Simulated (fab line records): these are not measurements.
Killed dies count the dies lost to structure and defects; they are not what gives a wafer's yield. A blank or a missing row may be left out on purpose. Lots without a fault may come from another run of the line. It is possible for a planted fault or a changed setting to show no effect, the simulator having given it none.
The tool behind it: which one?    flow berkeley-cmos170    Sampling: 7 lots, 21 wafers, 3 of 331 route steps

== WHAT EACH GAUGE READ, for each wafer ==
UCB170_PLDD_TW_MEAS_11.
lot   measured      on             PLDD_TW
L372  day 6 01:29   film-metro-02  1159 1150 1156
L379  day 8 03:01   film-metro-03  1145 1147 1147
L384  day 8 12:18   film-metro-02  1023 1022 1024
L385  day 9 04:18   film-metro-02  1021 1018 1022
L390  day 10 03:35  film-metro-03  1009 1016 1007
L391  day 10 13:16  film-metro-01  1005 1001 1002
L394  day 11 08:20  film-metro-03  1012 1006 1009

== TOOL THAT RAN EACH LOT (tool first, then ch and the chambers of the sampled wafers, then the start) ==
lot   UCB170_GATE_STRIP_16                  UCB170_PLDD_IMPLANT_09
L372  plasma-asher-04 ch 0,1, day 5 22:53   implanter-01 ch 0, day 6 00:49
L379  plasma-asher-04 ch 0,1, day 8 00:11   implanter-01 ch 0, day 8 02:23
L384  plasma-asher-04 ch 0,1, day 8 09:10   implanter-04 ch 0, day 8 12:04
L385  plasma-asher-02 ch 0, day 9 01:43     implanter-01 ch 0, day 9 04:04
L390  plasma-asher-03 ch 0,1, day 10 01:33  implanter-04 ch 0, day 10 03:22
L391  plasma-asher-03 ch 0,1, day 10 10:24  implanter-03 ch 0, day 10 13:01
L394  plasma-asher-04 ch 0,1, day 11 06:28  implanter-03 ch 0, day 11 08:05
- UCB170_GATE_STRIP_16: strips in O2.
- UCB170_PLDD_IMPLANT_09

== THE ANSWER, worked out from the rows above alone ==
Rule: usual is defined by the lots themselves. The widest of any qualifying gaps counts: lots, ordered by their means at a reading, are off when they make up no more than a third of the lots, leave a main group of 4 or more, and stand apart from it by 3 or more times the standard deviation of that group's means. A main group is skipped when, at the precision printed for the reading in the tables above, its means are all equal. Also off: a lot with no number at a reading for which 4 or more lots have one. All remaining lots with rows at the step are treated as sound.
Off: L372, L379, at UCB170_PLDD_TW_MEAS_11 (PLDD_TW). The main group has a mean of 1013 with a standard deviation of 7.5.
A tool fits if, at a process step before that reading, it ran every lot that is off, and no sound lot after the first of them. Those tools and the gauges at UCB170_PLDD_TW_MEAS_11 are tried in the same way. Not one of the candidates tried fits.

== WHAT THE SIMULATOR HAD PUT IN ==
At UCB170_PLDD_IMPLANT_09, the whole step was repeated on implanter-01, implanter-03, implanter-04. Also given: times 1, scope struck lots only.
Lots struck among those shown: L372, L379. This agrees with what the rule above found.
